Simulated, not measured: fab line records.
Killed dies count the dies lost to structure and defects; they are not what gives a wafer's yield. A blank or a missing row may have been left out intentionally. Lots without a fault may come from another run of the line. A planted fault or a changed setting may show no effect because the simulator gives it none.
Problem report, 8D (eight disciplines) form, completed by code | flow ritCmos | the parts of the form that need people (team, actions taken, sign-off) are left out

## 1. PROBLEM STATEMENT
Wafers free of any fault read 397 nm (standard deviation 4.9) for CONTACT_TEOS_THK at RIT_CONTACT_THK_MEAS_01, against a mean of 598 nm on 2 wafers of 2 lots. That is +41 standard deviations from the usual mean.
Earliest sighting: wafer L501.5 on filmMetro-03 at day 4 17:47. At this step, 40 wafers from 14 lots have a number in the record. The rule behind "out" and "out of limits": a value lying over 4 standard deviations away from the usual mean. All remaining wafers that have a number are taken as sound.

## 2. WHAT IT IS, WHAT IT ISN'T
question                    | is                         | is not
which readings at this step | CONTACT_TEOS_THK           | -
which lots                  | L501, L504                 | L494, L495, L496, L502, L506, L508, L509, L511, L512, L514, L515, L517
which wafers of those lots  | L501.5, L504.2             | L504.1, L504.4
read on which gauges        | filmMetro-02, filmMetro-03 | filmMetro-04
when                        | from day 4 17:47           | up to then (9 sound wafers); but 29 sound wafers of L502, L504, L506, L508, L509, L511, L512, L514, L515, L517 came after

## 3. WHAT RULES OUT EACH SUSPECT
Counting: a tool at a process step up to the reading stays a suspect if it ran every lot that is out. Sound lots after the first of them don't rule it out here, since some wafers of a struck lot are sound.
- the gauge at RIT_CONTACT_THK_MEAS_01: ruled out. The wafers that are out were read on 2 gauges (filmMetro-02, filmMetro-03).
- plasmaAsher-04 at RIT_NSD_STRIP_09 (strips in O2, time 180 s): kept. Ran every lot that is out, first one L501 (day 4 14:36); last sound lot up to then L496 (day 3 11:29).
- pecvd-02 at RIT_CONTACT_CVD_00 (deposits SiO2 from TEOS, target thk 400 nm, time 61 s): kept. Ran every lot that is out, first one L501 (day 4 17:43); last sound lot up to then L495 (day 3 10:56). Its own readings are out on those wafers: runLengthS.
- Within pecvd-02 at RIT_CONTACT_CVD_00: the wafers that are out ran in chamber 0; their sound lot-mates ran in chambers 1, 2.
Remaining after the count are plasmaAsher-04 at RIT_NSD_STRIP_09 and pecvd-02 at RIT_CONTACT_CVD_00.

## 4. THE CAUSE (what the simulator had put in)
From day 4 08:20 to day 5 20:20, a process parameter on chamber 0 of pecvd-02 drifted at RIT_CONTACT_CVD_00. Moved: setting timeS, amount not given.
This tool is one of the 2 suspects left after counting.

## 5. SEQUENCE OF EFFECTS, ordered by route
Each row: a reading where the mean over the struck wafers with a number is more than 3 standard deviations away from the usual. Only readings whose record carries a usual standard deviation are examined. hours: median over the lots of the time between each lot's start at the first step of this table that gives one and its start at this step. sigmas: the change, counted in usual standard deviations.
hours | step                    | reading          | usual  | on struck wafers | change | sigmas
0     | RIT_CONTACT_CVD_00      | runLengthS       | 88.9 s | 120.1            | +31.2  | +59
0     | RIT_CONTACT_THK_MEAS_01 | CONTACT_TEOS_THK | 397 nm | 598              | +202   | +41
Its process steps:
- RIT_CONTACT_CVD_00: deposits SiO2 from TEOS, target thk 400 nm, time 61 s.

## 6. WHAT WOULD HAVE CAUGHT IT SOONER
In this record the first reading out of limits at a measuring or inspecting step was taken at day 4 17:47, 9 hours after the fault began at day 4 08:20.
Tool's own readings at RIT_CONTACT_CVD_00, runLengthS: out on all struck wafers the step has rows for; an alarm limit on them would have tripped on the first.
Lots out: 2; of these, L504 started RIT_CONTACT_CVD_00 on pecvd-02 after day 4 17:47. A hold on the tool at that time would have spared it.
